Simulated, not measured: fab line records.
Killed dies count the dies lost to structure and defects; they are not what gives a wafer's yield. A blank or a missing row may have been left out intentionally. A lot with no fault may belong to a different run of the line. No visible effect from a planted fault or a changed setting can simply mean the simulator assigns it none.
The same fault as seen by 2 desks | flow berkeley cmos170 | only its own numbers are on each desk; what lay behind them is given at the end

== DESK OF THE TOOL OWNER: plasma asher-03 ==
The tool's own readings at UCB170_NSD_STRIP_09 (strips in O2): means of the sampled wafers that have a number, for each lot that ran on this tool. If a lot's mean is further than 4 standard deviations from the usual mean, the lot is out of limits and carries the mark OUT (the distance appears in the brackets).
Columns: A = drypump motor current A at UCB170_NSD_STRIP_09, usual 5.9 A; B = oes product au at UCB170_NSD_STRIP_09, usual 0.534 a.u.; C = strip time to endpoint s at UCB170_NSD_STRIP_09, usual 35.87 s
lot  | first seen here | A   | B     | C
L731 | day 8 01:26     | 6.2 | 0.532 | 35.83
L732 | day 8 17:30     | 5.9 | 0.534 | 35.86
L734 | day 8 22:19     | 6.2 | 0.533 | 35.82
L736 | day 8 22:40     | 6.2 | 0.536 | 35.86
L741 | day 10 00:58    | 6.0 | 0.532 | 35.81
L742 | day 10 01:13    | 6.0 | 0.533 | 35.94
L744 | day 11 00:14    | 6.0 | 0.543 | 34.78 (-16) OUT
L743 | day 11 01:08    | 6.0 | 0.546 | 34.55 (-20) OUT
This desk's finding: out of limits on L743, L744; first on L744, day 11 00:14 (strip time to endpoint s at UCB170_NSD_STRIP_09). L731, L732, L734, L736, L741, L742: within limits.

== THE METROLOGY DESK ==
Means of the sampled wafers that have a number, per lot and without regard to the tool the lot ran on: this is what the gauges read. If a lot's mean is further than 4 standard deviations from the usual mean, the lot is out of limits and carries the mark OUT (the distance appears in the brackets).
Columns: A = cd nm at UCB170_ACTIVE_CD_MEAS_13, usual 1199.9 nm; B = cd nm at UCB170_GATE_CD_MEAS_12, usual 350.7 nm
lot  | first seen here | A      | B
L731 | day 5 01:14     | 1202.1 | 350.4
L730 | day 5 01:16     | 1199.6 | 351.3
L729 | day 5 01:31     | 1198.9 | 348.9
L732 | day 5 17:22     | 1197.8 | 351.4
L734 | day 6 08:28     | 1197.4 | 351.8
L736 | day 6 08:44     | 1199.5 | 349.7
L738 | day 6 18:46     | 1200.0 | 348.5
L737 | day 6 18:56     | 1199.8 | 351.7
L741 | day 7 07:35     | 1198.7 | 351.0
L742 | day 7 07:50     | 1200.3 | 350.6
L744 | day 8 04:26     | 1201.2 | 349.7
L743 | day 8 04:58     | 1201.3 | 351.7
L749 | day 9 03:45     | 1197.4 | 351.2
L751 | day 9 04:43     | 1198.5 | 351.7
This desk's finding: nothing out of limits on any of the 14 lots.

== BROUGHT TOGETHER ==
On L743, L744, at day 11 00:14, an alarm was possible from the tool owner's desk.
At the metrology desk, nothing out of limits was observed.
The metrology desk has L743, L744 on record, within its limits.
UCB170_NSD_STRIP_09 was run on plasma asher-03 by each of the lots named.

== WHAT WAS PUT IN BY THE SIMULATOR ==
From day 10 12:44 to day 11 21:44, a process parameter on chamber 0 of plasma asher-03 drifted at UCB170_NSD_STRIP_09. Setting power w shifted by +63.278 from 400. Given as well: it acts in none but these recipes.
Lots struck among those shown: L743, L744.
Each desk's first reading out of limits, in hours after the fault started: the tool owner's desk, 12.
